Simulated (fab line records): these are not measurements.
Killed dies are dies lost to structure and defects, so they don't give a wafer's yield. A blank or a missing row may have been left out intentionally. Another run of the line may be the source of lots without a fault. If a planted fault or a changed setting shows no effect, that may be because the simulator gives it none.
Comparing a struck lot with a sound one | flow berkeley cmos170 | 14 out of 331 route steps
Sound: the wafers L378.1, L378.2, L378.5. Wafers L383.2, L383.3, L383.5 were the ones struck. The cause is given at the end.
Each step with rows lists, per side, the tool, then ch with its chambers, then its first start. Under that, the readings that differ: sound wafers | struck wafers | difference of the means | sigmas: that difference in standard deviations of wafers without a fault.
alike: words and numbers the same on both sides, and readings whose means are apart by under 2 such deviations; not compared: readings that were withheld, readings missing a value for some wafer, numbers with overlapping values and no deviation given by the record, and bounds like >300 which may hide the same value.
A row with sigmas, a row that says differs or no value, or rows on one side alone: a step with any of these is where the two part. Numbers that have no deviation but don't overlap get no sigmas and don't part them. A reading missing from all wafers of one side parts the sides only when that side holds two or more wafers.

UCB170_CONTACT_ETCH_18: etches PSG in CHF3/CF4/Ar, stops on TiSi2, target depth 840 nm, time 195 s.
  sound on rie diel-04 ch 2,3; struck on rie diel-02 ch 0,2,3
  alike: drypump motor current A, oes product au, throttle valve pct
  not compared: rf hours counter h
UCB170_CONTACT_STRIP_19: strips in O2.
  sound on plasma asher-04 ch 0,1, day 8 16:17; struck on plasma asher-02 ch 0, day 9 15:50
  alike: drypump motor current A, oes product au
  not compared: rf hours counter h
UCB170_CONTACT_CD_MEAS_90 targets a cd of 700 nm.
  struck on cd sem-02, day 9 15:57; sound on cd sem-02, day 8 16:23
  alike: cd nm
then, 1 step without rows for these wafers: UCB170_CONTACT_CLEAN_20 (cleans in SPM, time 600 s).
UCB170_M1_SPUTTER_00: material Al, target thk 600 nm, time 80 s.
  struck on pvd sputter-03, day 9 16:14; sound on pvd sputter-02, day 8 16:41
  alike: throttle valve pct
UCB170_M1_RS_MEAS_01: the measuring method here is four-point-probe.
  struck on film metro-02, day 9 16:19; sound on film metro-02, day 8 16:45
  alike: M1_AL_RS
UCB170_M1_THK_MEAS_02: measures by xrf.
  struck on film metro-02, day 9 16:26; sound on film metro-02, day 8 16:52
  alike: M1_AL_THK
then, 5 steps without rows for these wafers: UCB170_M1_COAT_03; UCB170_M1_COAT_04 (resist thk 900 nm); UCB170_M1_SOFTBAKE_05 (time 60 s); UCB170_M1_EXPOSE_06 (exposes mask METAL1, target cd 700 nm); UCB170_M1_PEB_07.
UCB170_M1_DEVELOP_08: develop time 45 s.
  struck on litho track-03, day 9 17:00; sound on litho track-01 ch 0, day 8 17:00
  no value came back on the struck wafers for chill plate temp C (C), develop time s (s); on the sound wafers chill plate temp C (C) reads 22.88 22.97 23.12
  reading                             | sound             | struck            | difference | sigmas
  model.KrF_of_M1_COAT_04.thk nm (nm) | 889.5 888.8 887.3 | 900.5 901.3 900.9 | +12.4      |
UCB170_M1_CD_MEAS_09 targets a cd of 700 nm.
  struck on cd sem-01, day 9 17:22; sound on cd sem-02, day 8 17:59
  reading    | sound             | struck | difference                    | sigmas
  cd nm (nm) | 700.4 701.2 702.7 | - - -  | no value on the struck wafers |

WHERE THEY PART
Last at UCB170_M1_CD_MEAS_09 as far as this record goes, first at UCB170_M1_DEVELOP_08.

WHY: what had been put in by the simulator
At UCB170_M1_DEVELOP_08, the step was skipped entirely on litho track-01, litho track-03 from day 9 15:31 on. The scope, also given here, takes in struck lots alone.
